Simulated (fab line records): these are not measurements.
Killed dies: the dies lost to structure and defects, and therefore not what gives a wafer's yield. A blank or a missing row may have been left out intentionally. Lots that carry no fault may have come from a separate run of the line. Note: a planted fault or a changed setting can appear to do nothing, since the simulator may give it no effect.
fab line records | flow ritCmos
record lots=5 wafers=15 lastDay=7
route steps=202 shown FOX2@25 NWELL@28 PWELL@39 WELLDRIVE@50 NRETRO@53 PRETRO@64
lots with no fault: from the same line, run without faults
startH: the number of hours between the record's first day and the start of the first shown wafer of the lot | waitH: how many hours have passed since the lot's step before this one | " repeats the value in the row above | L1.1+2: a row that stands for several wafers | - no value present, or no start provided | * or withheld: withheld | < > ~ a bound
route shown NAME@n: names a module that has steps shown in the file, with the first one's number in the route | usual: mean/standard deviation of fault-free wafers | same: alike in all rows | chamber/n: place in a boat | sites: the reading at each site | _std_site: their standard deviation | _edge_site: mean of outer sites minus mean of inner sites | radiusMm: for every site, how far away it sits from the centre of the wafer | mask NAME#n: copy n | behind: the most recent tool/chamber to have shaped the wafer | hold: the reason the lot was held/the length of the hold in hours/how it ended | device: the transistor (n, p or np) that didn't switch | end of line: tests run on the same wafers once the route is complete | a step given without rows: its recipe and nothing more | killed: count of dies lost to structure and defects at first sort (not the wafer's yield) | map: per-die view of a wafer (x killed, . not killed, _ where there is no die)
set.NAME: setting as actually run; set.NAME@STEP: the setting as run at that earlier step | model.NAME: the simulator's own value behind a step, which no gauge read
lots at some steps of the route; a table a step, a row a wafer
services: when a tool's chamber went out of use (startH, in hours from the record's first day, below 0 if earlier), for how many hours, and the reason
## steps
# step RIT_FOX2_CLEAN_02
# recipe chemistry=dHF dilution=50:1 timeS=180
# same timeS=180
# columns lot.wafer tool chamber startH waitH
L074.1+2+5 wetBench-03 0 21.08 0.1
L075.1+3+5 wetBench-02 3 28.67 0.1
L085.1+4+5 wetBench-02 2 79.37 0.1
L088.1+4+6 wetBench-02 3 92.37 0.1
L094.3+4+5 wetBench-02 2 120.87 0.0
# step RIT_FOX2_WET_ETCH_03
# recipe chemistry=H3PO4 target=Si3N4 targetDepthNm=195 tempC=165 timeS=2700
# usual bathGuardTempC=164.8/0.5
# same timeS=2700
# columns lot.wafer tool chamber startH waitH bathGuardTempC
L074.1 wetBench-01 2 21.14 0.0 165.1
L074.2 " 2 " " 165.0
L074.5 " 2 " " 164.5
L075.1 wetBench-01 3 28.73 0.0 164.5
L075.3 " 3 " " 164.3
L075.5 " 3 " " 164.4
L085.1 wetBench-01 2 79.44 0.0 165.1
L085.4 " 2 " " 164.5
L085.5 " 2 " " 164.7
L088.1 wetBench-03 2 92.43 0.0 163.7
L088.4 " 2 " " 164.3
L088.6 " 2 " " 164.1
L094.3 wetBench-03 1 120.93 0.0 165.7
L094.4 " 1 " " 165.2
L094.5 " 1 " " 165.2
# step RIT_FOX2_THK_MEAS_90
# recipe reads=SiO2_of_FOX2_OXIDATION_00
# usual FIELD_OXIDE_LEFT_1_THK=319/5.8
# columns lot.wafer tool chamber startH waitH FIELD_OXIDE_LEFT_1_THK[nm]
L074.1 filmMetro-04 - 21.90 0.0 321
L074.2 " - " " 318
L074.5 " - " " 322
L075.1 filmMetro-03 - 29.49 0.0 323
L075.3 " - " " 318
L075.5 " - " " 321
L085.1 filmMetro-02 - 80.20 0.0 320
L085.4 " - " " 310
L085.5 " - " " 312
L088.1 filmMetro-02 - 93.26 0.0 324
L088.4 " - " " 320
L088.6 " - " " 316
L094.3 filmMetro-04 - 121.78 0.0 315
L094.4 " - " " 319
L094.5 " - " " 320
# step RIT_NWELL_HMDS_00
# recipe primeTimeS=60 primeTempC=140
# columns lot.wafer tool chamber startH waitH
L074.1+2+5 lithoTrack-01 0 21.96 0.1
L075.1+3+5 lithoTrack-02 0 29.55 0.1
L085.1+4+5 lithoTrack-02 0 80.26 0.1
L088.1+4+6 lithoTrack-02 0 93.32 0.1
L094.3+4+5 lithoTrack-03 0 121.87 0.1
# step RIT_NWELL_COAT_01
# recipe resist=NOVOLAK spinRpm=2000 resistThkNm=1300
# columns lot.wafer tool chamber startH waitH
L074.1+2+5 lithoTrack-01 0 22.11 0.1
L075.1+3+5 lithoTrack-02 0 29.70 0.1
L085.1+4+5 lithoTrack-02 0 80.41 0.1
L088.1+4+6 lithoTrack-02 0 93.47 0.1
L094.3+4+5 lithoTrack-03 0 122.02 0.1
# step RIT_NWELL_SOFTBAKE_02
# recipe resist=NOVOLAK tempC=90 timeS=60
# usual heaterPowerTotalW=34.56/0.049
# same timeS=60
# columns lot.wafer tool chamber startH waitH heaterPowerTotalW
L074.1 lithoTrack-01 0 22.26 0.1 34.60
L074.2 " 0 " " 34.60
L074.5 " 0 " " 34.61
L075.1 lithoTrack-02 0 29.85 0.1 34.51
L075.3 " 0 " " 34.58
L075.5 " 0 " " 34.51
L085.1 lithoTrack-02 0 80.56 0.1 34.44
L085.4 " 0 " " 34.49
L085.5 " 0 " " 34.54
L088.1 lithoTrack-02 0 93.62 0.1 34.50
L088.4 " 0 " " 34.58
L088.6 " 0 " " 34.59
L094.3 lithoTrack-03 0 122.17 0.1 34.60
L094.4 " 0 " " 34.56
L094.5 " 0 " " 34.55
# step RIT_NWELL_EXPOSE_03
# recipe maskId=M2 na=0.57 targetCdNm=43900 doseMj=250
# columns lot.wafer tool chamber startH waitH mask
L074.1+2+5 ilineStepper-02 0 22.41 0.1 M2#0
L075.1+3+5 ilineStepper-02 0 30.00 0.1 M2#0
L085.1+4+5 ilineStepper-02 0 80.83 0.2 M2#0
L088.1+4+6 ilineStepper-01 0 93.77 0.1 M2#0
L094.3+4+5 ilineStepper-01 0 122.31 0.1 M2#0
# step RIT_NWELL_PEB_04
# recipe resist=NOVOLAK tempC=withheld timeS=withheld
# columns lot.wafer tool chamber startH waitH
L074.1+2+5 lithoTrack-02 0 22.53 0.1
L075.1+3+5 lithoTrack-03 0 30.11 0.1
L085.1+4+5 lithoTrack-03 0 80.95 0.1
L088.1+4+6 lithoTrack-01 0 93.88 0.1
L094.3+4+5 lithoTrack-02 0 122.43 0.1
# step RIT_NWELL_DEVELOP_05
# recipe resist=NOVOLAK developTimeS=68 devTempC=23
# columns lot.wafer tool chamber startH waitH
L074.1+2+5 lithoTrack-02 0 - -
L075.1+3+5 lithoTrack-03 0 - -
L085.1+4+5 lithoTrack-03 0 - -
L088.1+4+6 lithoTrack-01 0 - -
L094.3+4+5 lithoTrack-02 0 - -
# step RIT_NWELL_OVL_MEAS_06
# usual NWELL_OVL=-0.4/1.4
# columns lot.wafer tool chamber startH waitH NWELL_OVL[nm]
L074.1 overlay-01 - 22.84 - -0.4
L074.2 " - " " -2.0
L074.5 " - " " -1.2
L075.1 overlay-02 - 30.43 - -1.4
L075.3 " - " " -1.4
L075.5 " - " " -3.1
L085.1 overlay-02 - 81.26 - 0.9
L085.4 " - " " 0.5
L085.5 " - " " -0.1
L088.1 overlay-02 - 94.20 - -2.0
L088.4 " - " " -0.9
L088.6 " - " " -1.1
L094.3 overlay-02 - 122.71 - -1.2
L094.4 " - " " -3.9
L094.5 " - " " -1.6
# step RIT_NWELL_HARDBAKE_07
# recipe resist=NOVOLAK tempC=140 timeS=120
# usual heaterPowerTotalW=52.03/0.068
# same timeS=120
# columns lot.wafer tool chamber startH waitH heaterPowerTotalW
L074.1 lithoTrack-03 0 22.88 0.0 51.99
L074.2 " 0 " " 52.03
L074.5 " 0 " " 52.02
L075.1 lithoTrack-01 0 30.46 0.0 51.92
L075.3 " 0 " " 52.13
L075.5 " 0 " " 51.93
L085.1 lithoTrack-01 0 81.30 0.0 52.01
L085.4 " 0 " " 52.00
L085.5 " 0 " " 52.08
L088.1 lithoTrack-03 0 94.23 0.0 51.99
L088.4 " 0 " " 52.00
L088.6 " 0 " " 52.03
L094.3 lithoTrack-02 0 122.82 0.1 52.02
L094.4 " 0 " " 52.00
L094.5 " 0 " " 51.96
# step RIT_NWELL_IMPLANT_08
# recipe species=P energyKev=170 doseCm2=5e+13 tiltDeg=7
# usual doseIonsCm2=5e+13/5.1e+10
# columns lot.wafer tool chamber startH waitH doseIonsCm2
L074.1 implanter-01 0 23.13 0.2 4.997e+13
L074.2 " 0 " " 5.004e+13
L074.5 " 0 " " 5.004e+13
L075.1 implanter-01 0 30.71 0.2 4.994e+13
L075.3 " 0 " " 5e+13
L075.5 " 0 " " 4.99e+13
L085.1 implanter-01 0 81.55 0.2 4.993e+13
L085.4 " 0 " " 5.003e+13
L085.5 " 0 " " 4.996e+13
L088.1 implanter-03 0 94.48 0.2 5.005e+13
L088.4 " 0 " " 5.004e+13
L088.6 " 0 " " 4.995e+13
L094.3 implanter-01 0 123.03 0.2 5e+13
L094.4 " 0 " " 4.995e+13
L094.5 " 0 " " 4.995e+13
# step RIT_NWELL_STRIP_09
# recipe chemistry=O2 timeS=180 resist=NOVOLAK platenTempC=withheld powerW=500 pressureMtorr=4000 o2FlowSccm=4000
# usual drypumpMotorCurrentA=5.85/0.3
# same timeS=180
# columns lot.wafer tool chamber startH waitH drypumpMotorCurrentA rfHoursCounterH
L074.1 plasmaAsher-03 1 23.28 0.1 5.31 24
L074.2 " 0 " " 6.01 24
L074.5 " 0 " " 5.94 -
L075.1 plasmaAsher-03 1 30.86 0.1 5.29 24
L075.3 " 0 " " 6.06 -
L075.5 " 0 " " 6.03 -
L085.1 plasmaAsher-03 0 81.70 0.1 6.01 29
L085.4 " 1 " " 5.33 -
L085.5 " 1 " " 5.32 -
L088.1 plasmaAsher-03 0 94.63 0.1 5.98 31
L088.4 " 0 " " 5.97 -
L088.6 " 1 " " 5.32 -
L094.3 plasmaAsher-02 1 123.19 0.1 5.92 -
L094.4 " 0 " " 6.14 -
L094.5 " 0 " " 6.14 -
# step RIT_NWELL_TW_MEAS_10
# usual NWELL_TW=2150/15
# columns lot.wafer tool chamber startH waitH NWELL_TW
L074.1 filmMetro-04 - 23.45 0.1 2152
L074.2 " - " " 2151
L074.5 " - " " 2145
L075.1 filmMetro-04 - 31.04 0.1 2156
L075.3 " - " " 2145
L075.5 " - " " 2150
L085.1 filmMetro-04 - 81.87 0.1 2145
L085.4 " - " " 2144
L085.5 " - " " 2159
L088.1 filmMetro-01 - 94.81 0.1 2176
L088.4 " - " " 2162
L088.6 " - " " 2165
L094.3 filmMetro-01 - 123.33 0.1 2175
L094.4 " - " " 2176
L094.5 " - " " 2165
# step RIT_PWELL_HMDS_00
# recipe primeTimeS=60 primeTempC=140
# columns lot.wafer tool chamber startH waitH
L074.1+2+5 lithoTrack-01 0 23.51 0.1
L075.1+3+5 lithoTrack-01 0 31.10 0.1
L085.1+4+5 lithoTrack-01 0 81.93 0.1
L088.1+4+6 lithoTrack-04 0 94.87 0.1
L094.3+4+5 lithoTrack-04 0 123.42 0.1
# step RIT_PWELL_COAT_01
# recipe resist=NOVOLAK spinRpm=2000 resistThkNm=1300
# columns lot.wafer tool chamber startH waitH
L074.1+2+5 lithoTrack-01 0 23.66 0.1
L075.1+3+5 lithoTrack-01 0 31.25 0.1
L085.1+4+5 lithoTrack-01 0 82.08 0.1
L088.1+4+6 lithoTrack-04 0 95.02 0.1
L094.3+4+5 lithoTrack-04 0 123.57 0.1
# step RIT_PWELL_SOFTBAKE_02
# recipe resist=NOVOLAK tempC=90 timeS=60
# usual heaterPowerTotalW=34.57/0.049
# same timeS=60
# columns lot.wafer tool chamber startH waitH heaterPowerTotalW
L074.1 lithoTrack-01 0 23.81 0.1 34.58
L074.2 " 0 " " 34.56
L074.5 " 0 " " 34.57
L075.1 lithoTrack-01 0 31.40 0.1 34.47
L075.3 " 0 " " 34.46
L075.5 " 0 " " 34.58
L085.1 lithoTrack-01 0 82.23 0.1 34.53
L085.4 " 0 " " 34.52
L085.5 " 0 " " 34.60
L088.1 lithoTrack-04 0 95.17 0.1 34.51
L088.4 " 0 " " 34.58
L088.6 " 0 " " 34.62
L094.3 lithoTrack-04 0 123.72 0.1 34.51
L094.4 " 0 " " 34.59
L094.5 " 0 " " 34.58
# step RIT_PWELL_EXPOSE_03
# recipe maskId=M3 na=0.57 targetCdNm=43700 doseMj=250
# columns lot.wafer tool chamber startH waitH mask
L074.1+2+5 ilineStepper-01 0 23.96 0.1 M3#0
L075.1+3+5 ilineStepper-01 0 31.55 0.1 M3#0
L085.1+4+5 ilineStepper-02 0 82.38 0.1 M3#0
L088.1+4+6 ilineStepper-01 0 95.32 0.1 M3#0
L094.3+4+5 ilineStepper-02 0 123.98 0.2 M3#0
# step RIT_PWELL_PEB_04
# recipe resist=NOVOLAK tempC=withheld timeS=withheld
# columns lot.wafer tool chamber startH waitH
L074.1+2+5 lithoTrack-02 0 24.40 0.4
L075.1+3+5 lithoTrack-01 0 31.66 0.1
L085.1+4+5 lithoTrack-01 0 82.59 0.2
L088.1+4+6 lithoTrack-04 0 95.44 0.1
L094.3+4+5 lithoTrack-02 0 124.11 0.1
# step RIT_PWELL_DEVELOP_05
# recipe resist=NOVOLAK developTimeS=68 devTempC=23
# columns lot.wafer tool chamber startH waitH
L074.1+2+5 lithoTrack-02 0 - -
L075.1+3+5 lithoTrack-01 0 - -
L085.1+4+5 lithoTrack-01 0 - -
L088.1+4+6 lithoTrack-04 0 - -
L094.3+4+5 lithoTrack-02 0 - -
# step RIT_PWELL_OVL_MEAS_06
# usual PWELL_OVL=-0.1/1.3
# columns lot.wafer tool chamber startH waitH PWELL_OVL[nm]
L074.1 overlay-02 - 24.72 - 0.7
L074.2 " - " " -0.8
L074.5 " - " " -1.5
L075.1 overlay-02 - 31.98 - 1.0
L075.3 " - " " 0.4
L075.5 " - " " -0.3
L085.1 overlay-01 - 82.91 - -0.3
L085.4 " - " " 0.7
L085.5 " - " " 0.7
L088.1 overlay-02 - 95.75 - 3.7
L088.4 " - " " 0.0
L088.6 " - " " 0.8
L094.3 overlay-01 - 124.39 - -2.3
L094.4 " - " " -2.9
L094.5 " - " " -1.9
# step RIT_PWELL_HARDBAKE_07
# recipe resist=NOVOLAK tempC=140 timeS=120
# usual heaterPowerTotalW=52.03/0.065
# same timeS=120
# columns lot.wafer tool chamber startH waitH heaterPowerTotalW
L074.1 lithoTrack-02 0 24.75 0.0 52.07
L074.2 " 0 " " 52.15
L074.5 " 0 " " 52.02
L075.1 lithoTrack-01 0 32.01 0.0 52.06
L075.3 " 0 " " 52.00
L075.5 " 0 " " 52.05
L085.1 lithoTrack-04 0 82.94 0.0 52.13
L085.4 " 0 " " 52.05
L085.5 " 0 " " 52.03
L088.1 lithoTrack-04 0 95.78 0.0 52.02
L088.4 " 0 " " 52.14
L088.6 " 0 " " 52.14
L094.3 lithoTrack-02 0 124.49 0.1 51.98
L094.4 " 0 " " 52.17
L094.5 " 0 " " 51.93
# step RIT_PWELL_IMPLANT_08
# recipe species=B energyKev=170 doseCm2=7e+13 tiltDeg=7
# usual doseIonsCm2=7.001e+13/7e+10
# columns lot.wafer tool chamber startH waitH doseIonsCm2
L074.1 implanter-03 0 25.00 0.2 6.99e+13
L074.2 " 0 " " 7.004e+13
L074.5 " 0 " " 6.996e+13
L075.1 implanter-03 0 32.26 0.2 7.007e+13
L075.3 " 0 " " 6.995e+13
L075.5 " 0 " " 7.001e+13
L085.1 implanter-04 0 83.19 0.2 6.99e+13
L085.4 " 0 " " 7.005e+13
L085.5 " 0 " " 7.004e+13
L088.1 implanter-04 0 96.03 0.2 6.984e+13
L088.4 " 0 " " 6.997e+13
L088.6 " 0 " " 6.997e+13
L094.3 implanter-03 0 124.71 0.2 7.011e+13
L094.4 " 0 " " 7.011e+13
L094.5 " 0 " " 7.001e+13
# step RIT_PWELL_STRIP_09
# recipe chemistry=O2 timeS=180 resist=NOVOLAK platenTempC=withheld powerW=500 pressureMtorr=4000 o2FlowSccm=4000
# usual drypumpMotorCurrentA=5.81/0.3
# same timeS=180
# columns lot.wafer tool chamber startH waitH drypumpMotorCurrentA rfHoursCounterH
L074.1 plasmaAsher-04 1 25.15 0.1 5.68 37
L074.2 " 0 " " 5.42 37
L074.5 " 1 " " 5.65 -
L075.1 plasmaAsher-03 1 32.41 0.1 5.32 24
L075.3 " 0 " " 5.99 -
L075.5 " 0 " " 5.99 -
L085.1 plasmaAsher-02 1 83.34 0.1 5.90 44
L085.4 " 1 " " 5.92 -
L085.5 " 0 " " 6.16 -
L088.1 plasmaAsher-04 0 96.18 0.1 5.43 43
L088.4 " 0 " " 5.42 -
L088.6 " 1 " " 5.63 -
L094.3 plasmaAsher-04 0 124.87 0.1 5.43 -
L094.4 " 1 " " 5.61 -
L094.5 " 1 " " 5.61 -
# step RIT_PWELL_TW_MEAS_10
# usual PWELL_TW=954/7.6
# columns lot.wafer tool chamber startH waitH PWELL_TW
L074.1 filmMetro-01 - 25.33 0.1 955
L074.2 " - " " 950
L074.5 " - " " 956
L075.1 filmMetro-04 - 32.59 0.1 954
L075.3 " - " " 953
L075.5 " - " " 951
L085.1 filmMetro-01 - 83.52 0.1 971
L085.4 " - " " 966
L085.5 " - " " 963
L088.1 filmMetro-04 - 96.36 0.1 956
L088.4 " - " " 959
L088.6 " - " " 956
L094.3 filmMetro-04 - 125.01 0.1 952
L094.4 " - " " 955
L094.5 " - " " 957
# step RIT_WELLDRIVE_ANNEAL_00
# recipe tempC=1100 timeS=14700 ambient=N2
# same timeS=14700
# columns lot.wafer tool chamber startH waitH
L074.1+2+5 furnace-03 0 25.72 0.4
L075.1+3+5 furnace-03 0 33.19 0.6
L085.1+4+5 furnace-01 0 83.58 0.1
L088.1+4+6 furnace-03 0 97.25 0.9
L094.3+4+5 furnace-01 0 125.95 0.9
# step RIT_WELLDRIVE_RS_MEAS_01
# recipe thkMeasGauge=four-point-probe
# usual NWELL_RS=275.7/0.91
# columns lot.wafer tool chamber startH waitH NWELL_RS[ohm/sq]
L074.1 filmMetro-02 - 30.80 0.0 273.3
L074.2 " - " " 274.0
L074.5 " - " " 273.8
L075.1 filmMetro-04 - 38.28 0.0 276.2
L075.3 " - " " 276.0
L075.5 " - " " 275.7
L085.1 filmMetro-04 - 88.66 0.0 276.6
L085.4 " - " " 275.2
L085.5 " - " " 275.5
L088.1 filmMetro-01 - 102.33 0.0 276.0
L088.4 " - " " 275.8
L088.6 " - " " 275.7
L094.3 filmMetro-02 - 131.08 0.0 275.1
L094.4 " - " " 275.1
L094.5 " - " " 275.1
# step RIT_WELLDRIVE_RS_MEAS_02
# recipe thkMeasGauge=four-point-probe
# usual PWELL_RS=429.8/1.1
# columns lot.wafer tool chamber startH waitH PWELL_RS[ohm/sq]
L074.1 filmMetro-02 - 30.92 0.1 428.6
L074.2 " - " " 428.4
L074.5 " - " " 428.6
L075.1 filmMetro-04 - 38.40 0.1 431.5
L075.3 " - " " 431.7
L075.5 " - " " 431.3
L085.1 filmMetro-04 - 88.78 0.1 428.6
L085.4 " - " " 429.2
L085.5 " - " " 428.7
L088.1 filmMetro-01 - 102.45 0.1 429.8
L088.4 " - " " 430.5
L088.6 " - " " 430.6
L094.3 filmMetro-02 - 131.20 0.1 427.1
L094.4 " - " " 427.0
L094.5 " - " " 428.0
# step RIT_NRETRO_HMDS_00
# recipe primeTimeS=60 primeTempC=140
# columns lot.wafer tool chamber startH waitH
L074.1+2+5 lithoTrack-04 0 31.04 0.1
L075.1+3+5 lithoTrack-04 0 38.52 0.1
L085.1+4+5 lithoTrack-04 0 88.90 0.1
L088.1+4+6 lithoTrack-03 0 102.59 0.1
L094.3+4+5 lithoTrack-02 0 131.33 0.1
# step RIT_NRETRO_COAT_01
# recipe resist=NOVOLAK spinRpm=2000 resistThkNm=1300
# columns lot.wafer tool chamber startH waitH
L074.1+2+5 lithoTrack-04 0 31.19 0.1
L075.1+3+5 lithoTrack-04 0 38.67 0.1
L085.1+4+5 lithoTrack-04 0 89.05 0.1
L088.1+4+6 lithoTrack-03 0 102.74 0.1
L094.3+4+5 lithoTrack-02 0 131.48 0.1
# step RIT_NRETRO_SOFTBAKE_02
# recipe resist=NOVOLAK tempC=90 timeS=60
# usual heaterPowerTotalW=34.55/0.044
# same timeS=60
# columns lot.wafer tool chamber startH waitH heaterPowerTotalW
L074.1 lithoTrack-04 0 31.34 0.1 34.55
L074.2 " 0 " " 34.55
L074.5 " 0 " " 34.47
L075.1 lithoTrack-04 0 38.82 0.1 34.53
L075.3 " 0 " " 34.49
L075.5 " 0 " " 34.46
L085.1 lithoTrack-04 0 89.20 0.1 34.47
L085.4 " 0 " " 34.60
L085.5 " 0 " " 34.48
L088.1 lithoTrack-03 0 102.89 0.1 34.54
L088.4 " 0 " " 34.54
L088.6 " 0 " " 34.59
L094.3 lithoTrack-02 0 131.63 0.1 34.49
L094.4 " 0 " " 34.60
L094.5 " 0 " " 34.60
# step RIT_NRETRO_EXPOSE_03
# recipe maskId=M4 na=0.57 targetCdNm=43900 doseMj=250
# columns lot.wafer tool chamber startH waitH mask
L074.1+2+5 ilineStepper-02 0 31.62 0.2 M4#0
L075.1+3+5 ilineStepper-01 0 39.09 0.2 M4#0
L085.1+4+5 ilineStepper-01 0 89.47 0.2 M4#0
L088.1+4+6 ilineStepper-02 0 103.04 0.1 M4#0
L094.3+4+5 ilineStepper-01 0 131.77 0.1 M4#0
# step RIT_NRETRO_PEB_04
# recipe resist=NOVOLAK tempC=withheld timeS=withheld
# columns lot.wafer tool chamber startH waitH
L074.1+2+5 lithoTrack-04 0 31.74 0.1
L075.1+3+5 lithoTrack-02 0 39.21 0.1
L085.1+4+5 lithoTrack-04 0 89.66 0.2
L088.1+4+6 lithoTrack-04 0 103.16 0.1
L094.3+4+5 lithoTrack-04 0 131.89 0.1
# step RIT_NRETRO_DEVELOP_05
# recipe resist=NOVOLAK developTimeS=68 devTempC=23
# columns lot.wafer tool chamber startH waitH
L074.1+2+5 lithoTrack-04 0 - -
L075.1+3+5 lithoTrack-02 0 - -
L085.1+4+5 lithoTrack-04 0 - -
L088.1+4+6 lithoTrack-04 0 - -
L094.3+4+5 lithoTrack-04 0 - -
# step RIT_NRETRO_OVL_MEAS_06
# usual NRETRO_OVL=-0.1/1.3
# columns lot.wafer tool chamber startH waitH NRETRO_OVL[nm]
L074.1 overlay-01 - 32.05 - 0.7
L074.2 " - " " -0.3
L074.5 " - " " -1.2
L075.1 overlay-01 - 39.52 - -0.4
L075.3 " - " " -2.5
L075.5 " - " " -1.7
L085.1 overlay-01 - 89.97 - -0.5
L085.4 " - " " 1.6
L085.5 " - " " 0.5
L088.1 overlay-02 - 103.47 - -0.9
L088.4 " - " " -2.0
L088.6 " - " " -0.1
L094.3 overlay-01 - 132.17 - 2.7
L094.4 " - " " 0.5
L094.5 " - " " 1.9
# step RIT_NRETRO_HARDBAKE_07
# recipe resist=NOVOLAK tempC=140 timeS=120
# usual heaterPowerTotalW=52.02/0.057
# same timeS=120
# columns lot.wafer tool chamber startH waitH heaterPowerTotalW
L074.1 lithoTrack-03 0 32.09 0.0 52.06
L074.2 " 0 " " 51.97
L074.5 " 0 " " 52.00
L075.1 lithoTrack-04 0 39.56 0.0 52.04
L075.3 " 0 " " 51.97
L075.5 " 0 " " 52.03
L085.1 lithoTrack-03 0 90.01 0.0 52.01
L085.4 " 0 " " 51.99
L085.5 " 0 " " 51.99
L088.1 lithoTrack-02 0 103.51 0.0 52.05
L088.4 " 0 " " 52.08
L088.6 " 0 " " 52.04
L094.3 lithoTrack-04 0 132.28 0.1 52.00
L094.4 " 0 " " 52.07
L094.5 " 0 " " 51.97
# step RIT_NRETRO_IMPLANT_08
# recipe species=P energyKev=70 doseCm2=1e+13 tiltDeg=7
# usual doseIonsCm2=1e+13/8.7e+09
# columns lot.wafer tool chamber startH waitH doseIonsCm2
L074.1 implanter-04 0 32.34 0.2 1.0003e+13
L074.2 " 0 " " 9.996e+12
L074.5 " 0 " " 1.0006e+13
L075.1 implanter-04 0 39.81 0.2 9.984e+12
L075.3 " 0 " " 1e+13
L075.5 " 0 " " 9.991e+12
L085.1 implanter-01 0 90.26 0.2 9.994e+12
L085.4 " 0 " " 1e+13
L085.5 " 0 " " 9.994e+12
L088.1 implanter-02 0 103.76 0.2 1.0009e+13
L088.4 " 0 " " 1.0007e+13
L088.6 " 0 " " 1e+13
L094.3 implanter-04 0 132.49 0.2 9.996e+12
L094.4 " 0 " " 9.999e+12
L094.5 " 0 " " 1.0001e+13
# step RIT_NRETRO_STRIP_09
# recipe chemistry=O2 timeS=180 resist=NOVOLAK platenTempC=withheld powerW=500 pressureMtorr=4000 o2FlowSccm=4000
# usual drypumpMotorCurrentA=5.66/0.27
# same timeS=180
# columns lot.wafer tool chamber startH waitH drypumpMotorCurrentA rfHoursCounterH
L074.1 plasmaAsher-04 0 32.49 0.1 5.42 37
L074.2 " 1 " " 5.66 37
L074.5 " 0 " " 5.41 -
L075.1 plasmaAsher-04 0 39.96 0.1 5.44 38
L075.3 " 1 " " 5.59 -
L075.5 " 1 " " 5.63 -
L085.1 plasmaAsher-01 0 90.41 0.1 6.03 43
L085.4 " 0 " " 6.02 -
L085.5 " 0 " " 6.00 -
L088.1 plasmaAsher-01 0 103.91 0.1 6.03 45
L088.4 " 0 " " 6.01 -
L088.6 " 0 " " 6.03 -
L094.3 plasmaAsher-04 0 132.65 0.1 5.43 -
L094.4 " 1 " " 5.65 -
L094.5 " 0 " " 5.45 -
# step RIT_NRETRO_TW_MEAS_10
# usual NRETRO_TW=1046/9
# columns lot.wafer tool chamber startH waitH NRETRO_TW
L074.1 filmMetro-03 - 32.66 0.1 1046
L074.2 " - " " 1049
L074.5 " - " " 1041
L075.1 filmMetro-02 - 40.13 0.1 1047
L075.3 " - " " 1045
L075.5 " - " " 1045
L085.1 filmMetro-01 - 90.58 0.1 1063
L085.4 " - " " 1059
L085.5 " - " " 1064
L088.1 filmMetro-01 - 104.08 0.1 1058
L088.4 " - " " 1059
L088.6 " - " " 1062
L094.3 filmMetro-02 - 132.79 0.1 1047
L094.4 " - " " 1036
L094.5 " - " " 1038
# step RIT_PRETRO_HMDS_00
# recipe primeTimeS=60 primeTempC=140
# columns lot.wafer tool chamber startH waitH
L074.1+2+5 lithoTrack-01 0 32.72 0.1
L075.1+3+5 lithoTrack-04 0 40.19 0.1
L085.1+4+5 lithoTrack-04 0 90.64 0.1
L088.1+4+6 lithoTrack-01 0 104.14 0.1
L094.3+4+5 lithoTrack-03 0 132.88 0.1
# step RIT_PRETRO_COAT_01
# recipe resist=NOVOLAK spinRpm=2000 resistThkNm=1300
# columns lot.wafer tool chamber startH waitH
L074.1+2+5 lithoTrack-01 0 32.87 0.1
L075.1+3+5 lithoTrack-04 0 40.34 0.1
L085.1+4+5 lithoTrack-04 0 90.79 0.1
L088.1+4+6 lithoTrack-01 0 104.29 0.1
L094.3+4+5 lithoTrack-03 0 133.03 0.1
# step RIT_PRETRO_SOFTBAKE_02
# recipe resist=NOVOLAK tempC=90 timeS=60
# usual heaterPowerTotalW=34.56/0.044
# same timeS=60
# columns lot.wafer tool chamber startH waitH heaterPowerTotalW
L074.1 lithoTrack-01 0 33.02 0.1 34.50
L074.2 " 0 " " 34.58
L074.5 " 0 " " 34.56
L075.1 lithoTrack-04 0 40.49 0.1 34.56
L075.3 " 0 " " 34.54
L075.5 " 0 " " 34.51
L085.1 lithoTrack-04 0 90.94 0.1 34.56
L085.4 " 0 " " 34.58
L085.5 " 0 " " 34.66
L088.1 lithoTrack-01 0 104.44 0.1 34.55
L088.4 " 0 " " 34.58
L088.6 " 0 " " 34.53
L094.3 lithoTrack-03 0 133.18 0.1 34.54
L094.4 " 0 " " 34.53
L094.5 " 0 " " 34.62
# step RIT_PRETRO_EXPOSE_03
# recipe maskId=M5 na=0.57 targetCdNm=43700 doseMj=250
# columns lot.wafer tool chamber startH waitH mask
L074.1+2+5 ilineStepper-01 0 33.17 0.1 M5#0
L075.1+3+5 ilineStepper-02 0 40.77 0.2 M5#0
L085.1+4+5 ilineStepper-01 0 91.22 0.2 M5#0
L088.1+4+6 ilineStepper-01 0 104.59 0.1 M5#0
L094.3+4+5 ilineStepper-01 0 133.32 0.1 M5#0
# step RIT_PRETRO_PEB_04
# recipe resist=NOVOLAK tempC=withheld timeS=withheld
# columns lot.wafer tool chamber startH waitH
L074.1+2+5 lithoTrack-01 0 33.29 0.1
L075.1+3+5 lithoTrack-04 0 40.88 0.1
L085.1+4+5 lithoTrack-04 0 91.45 0.2
L088.1+4+6 lithoTrack-03 0 104.71 0.1
L094.3+4+5 lithoTrack-03 0 133.44 0.1
# step RIT_PRETRO_DEVELOP_05
# recipe resist=NOVOLAK developTimeS=68 devTempC=23
# columns lot.wafer tool chamber startH waitH
L074.1+2+5 lithoTrack-01 0 - -
L075.1+3+5 lithoTrack-04 0 - -
L085.1+4+5 lithoTrack-04 0 - -
L088.1+4+6 lithoTrack-03 0 - -
L094.3+4+5 lithoTrack-03 0 - -
# step RIT_PRETRO_OVL_MEAS_06
# usual PRETRO_OVL=-0.1/1.4
# columns lot.wafer tool chamber startH waitH PRETRO_OVL[nm]
L074.1 overlay-02 - 33.60 - -3.6
L074.2 " - " " -1.7
L074.5 " - " " -2.0
L075.1 overlay-01 - 41.20 - -0.5
L075.3 " - " " -2.9
L075.5 " - " " -1.5
L085.1 overlay-02 - 91.77 - 1.8
L085.4 " - " " 1.1
L085.5 " - " " -0.7
L088.1 overlay-01 - 105.02 - -0.8
L088.4 " - " " -0.1
L088.6 " - " " -1.5
L094.3 overlay-01 - 133.72 - -0.1
L094.4 " - " " 1.5
L094.5 " - " " 1.4
## services
# columns tool chamber startH hours kind
ilineStepper-02 0 6.26 - calibration
furnace-01 - 12.30 3.6 pm
furnace-03 - 21.02 3.6 pm
furnace-01 - 27.24 2.7 pm
plasmaAsher-01 - 43.43 1.2 repair
plasmaAsher-04 - 49.04 2.8 pm
implanter-02 - 65.25 1.1 repair
ilineStepper-01 - 77.36 6.5 repair
plasmaAsher-04 - 85.90 2.0 repair
plasmaAsher-04 - 89.52 2.1 repair
ilineStepper-01 0 99.70 - calibration
ilineStepper-01 - 107.67 1.7 pm
plasmaAsher-01 - 108.75 9.0 pm
plasmaAsher-01 0 108.75 9.0 ventCycle
plasmaAsher-01 1 108.75 9.0 ventCycle
implanter-01 - 111.06 7.1 pm
implanter-03 - 114.12 2.9 pm
plasmaAsher-01 0 117.75 - clean
plasmaAsher-01 1 117.75 - clean
## key
fault none
